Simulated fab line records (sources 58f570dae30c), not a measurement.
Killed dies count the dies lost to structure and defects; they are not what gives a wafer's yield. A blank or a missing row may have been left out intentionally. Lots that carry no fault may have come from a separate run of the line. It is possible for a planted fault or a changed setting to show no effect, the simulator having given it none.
Which of the tools did it? + flow berkeley-cmos170 + Sampling: 7 lots, 21 wafers, 2 of 331 route steps

== WHAT EACH GAUGE READ, for each wafer ==
UCB170_CONTACT_THK_MEAS_02.
| lot  | measured     | on            | CONTACT_PSG_THK (nm) |
|------|--------------|---------------|----------------------|
| L381 | day 7 16:01  | film-metro-01 | 702 700 704          |
| L380 | day 7 16:04  | film-metro-03 | 706 706 702          |
| L382 | day 8 03:08  | film-metro-01 | 703 710 707          |
| L388 | day 9 20:20  | film-metro-03 | 695 697 696          |
| L393 | day 10 09:20 | film-metro-03 | 690 698 689          |
| L396 | day 11 07:50 | film-metro-01 | 695 698 697          |
| L399 | day 11 14:38 | film-metro-02 | 703 702 704          |

== TOOL THAT RAN EACH LOT (tool first, then ch and the chambers of the sampled wafers, then the start) ==
| lot  | UCB170_NSD_STRIP_09                  |
|------|--------------------------------------|
| L381 | plasma-asher-04 ch 0,1, day 7 10:27  |
| L380 | plasma-asher-01 ch 0,1, day 7 10:49  |
| L382 | plasma-asher-02 ch 0,1, day 7 22:20  |
| L388 | plasma-asher-04 ch 0,1, day 9 16:20  |
| L393 | plasma-asher-01 ch 0,1, day 10 05:20 |
| L396 | plasma-asher-01 ch 0, day 11 03:49   |
| L399 | plasma-asher-04 ch 0,1, day 11 08:50 |
- UCB170_NSD_STRIP_09: strips in O2.

== THE ANSWER, worked out from the rows above alone ==
Rule: what is usual is taken from the lots themselves. The widest of any qualifying gaps counts: lots, ordered by their means at a reading, are off when they make up no more than a third of the lots, leave a main group of 4 or more, and stand apart from it by 3 or more times the standard deviation of that group's means. A main group whose means are all the same, to the digits that the tables above print for the reading, isn't used. A lot without any number at a reading at which 4 lots or more have one is off too. All remaining lots with rows at the step are treated as sound.
Nothing can be told from this: no lot is off at any reading shown.

== WHAT THE SIMULATOR HAD PUT IN ==
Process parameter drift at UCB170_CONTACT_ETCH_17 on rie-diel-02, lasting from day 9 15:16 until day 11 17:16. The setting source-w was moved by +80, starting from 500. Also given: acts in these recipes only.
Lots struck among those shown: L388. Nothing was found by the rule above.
